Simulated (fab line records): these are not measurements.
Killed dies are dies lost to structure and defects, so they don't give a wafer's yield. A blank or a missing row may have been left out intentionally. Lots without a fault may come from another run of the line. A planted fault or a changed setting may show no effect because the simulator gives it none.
A lot that was struck, set against a sound lot / flow rit-cmos / 15 steps out of a route of 202
Sound: the wafers L132.1, L132.3, L132.6. Wafers L126.2, L126.4, L126.5 were the ones struck. The cause is named last.
At each step with rows: each side's tool, then ch and its chambers, then its first start. Under that, the readings that differ: sound wafers / struck wafers / difference of the means / sigmas: that difference in standard deviations of wafers without a fault.
alike: readings with means less than 2 such deviations apart, plus words and numbers identical on both sides. not compared: withheld readings, readings lacking a value on some wafer, bounds such as >300 that could conceal the same value, and numbers that have no deviation in the record and whose values overlap.
The two part at a step that has a row with sigmas, a row that says differs or no value, or rows on one side only. When numbers do not overlap yet have no deviation, they are printed without sigmas and do not part them. Lack of a reading on every wafer of one side parts them only where that side has two or more wafers.

first, 2 steps without rows for these wafers: RIT_SDANNEAL_CLEAN_01 (cleans in dHF, time 30 s); RIT_SDANNEAL_CLEAN_02 (cleans in SC2, time 600 s).
RIT_SDANNEAL_RTA_03: time 5 s.
  sound on rtp-anneal-02 ch 0, day 8 01:44; struck on rtp-anneal-01 ch 0, day 6 23:33
  alike: ramp-down-c-per-s, wafer_temp_C_max
RIT_SDANNEAL_RS_MEAS_04: uses a four-point probe to measure.
  sound on film-metro-04 at day 8 01:47; struck on film-metro-01 at day 6 23:37
  alike: PSD_RS
RIT_SDANNEAL_RS_MEAS_05: uses a four-point probe to measure.
  sound on film-metro-04 at day 8 01:55; struck on film-metro-01 at day 6 23:44
  alike: NSD_RS
RIT_SDANNEAL_RS_MEAS_06: uses a four-point probe to measure.
  sound on film-metro-04 at day 8 02:02; struck on film-metro-01 at day 6 23:52
  alike: PLDD_RS
RIT_SDANNEAL_RS_MEAS_07: uses a four-point probe to measure.
  sound on film-metro-04 at day 8 02:09; struck on film-metro-01 at day 6 23:59
  alike: NLDD_RS
then, 1 step without rows for these wafers: RIT_SILICIDE_WET_ETCH_00 (etches SiO2 in BOE, target depth 14 nm, time 15 s).
RIT_SILICIDE_SPUTTER_01: material Ti, target thk 30 nm, time 240 s.
  sound on pvd-sputter-04 at day 8 02:17; struck on pvd-sputter-04 at day 7 00:06
  alike: substrate-temp-c, throttle-valve-pct
RIT_SILICIDE_RS_MEAS_02: uses a four-point probe to measure.
  sound on film-metro-03 at day 8 02:26; struck on film-metro-01 at day 7 00:16
  alike: SILICIDE_TI_RS
RIT_SILICIDE_THK_MEAS_03: measures by xrf.
  sound on film-metro-03 at day 8 02:33; struck on film-metro-01 at day 7 00:23
  alike: SILICIDE_TI_THK
RIT_SILICIDE_RTA_04: time 10 s, ramp up 5 s, ramp down 5 s.
  sound on rtp-anneal-02 ch 0, day 8 02:37; struck on rtp-anneal-02 ch 0, day 7 00:26
  alike: wafer_temp_C_max
RIT_SILICIDE_WET_ETCH_05: etches Ti in SPM, time 120 s.
  sound on wet-bench-03 ch 0, day 8 02:41; struck on wet-bench-03 ch 2, day 7 00:29
  no value came back on the struck wafers for bath-guard-temp-C (C), bath-heat-duty-pct (%), temp-c (C), time-s (s); on the sound wafers bath-guard-temp-C (C) reads 90.04 90.11 90.33
RIT_SILICIDE_RTA_06: time 10 s, ramp up 5 s, ramp down 10 s.
  sound on rtp-anneal-01 ch 0, day 8 02:43; struck on rtp-anneal-01 ch 0, day 7 00:33
  alike: wafer_temp_C_max
RIT_M1_PROBE_99:
  sound on prober-02 at day 8 09:27; struck on prober-01 at day 7 07:12
reading=killed-at-front-end; sound=4 15 5; struck=264 264 263; difference=+256; sigmas=+91
reading=killed-dies; sound=4 15 5; struck=264 264 264; difference=+256; sigmas=+88
reading=killed-on-rim; sound=2 7 1; struck=70 70 70; difference=+67; sigmas=+44
  alike: killed-at-contacts, killed-open, killed-short

WHERE THEY PART
Last at RIT_M1_PROBE_99 as far as this record goes, first at RIT_SILICIDE_WET_ETCH_05.

WHY: what had been put in by the simulator
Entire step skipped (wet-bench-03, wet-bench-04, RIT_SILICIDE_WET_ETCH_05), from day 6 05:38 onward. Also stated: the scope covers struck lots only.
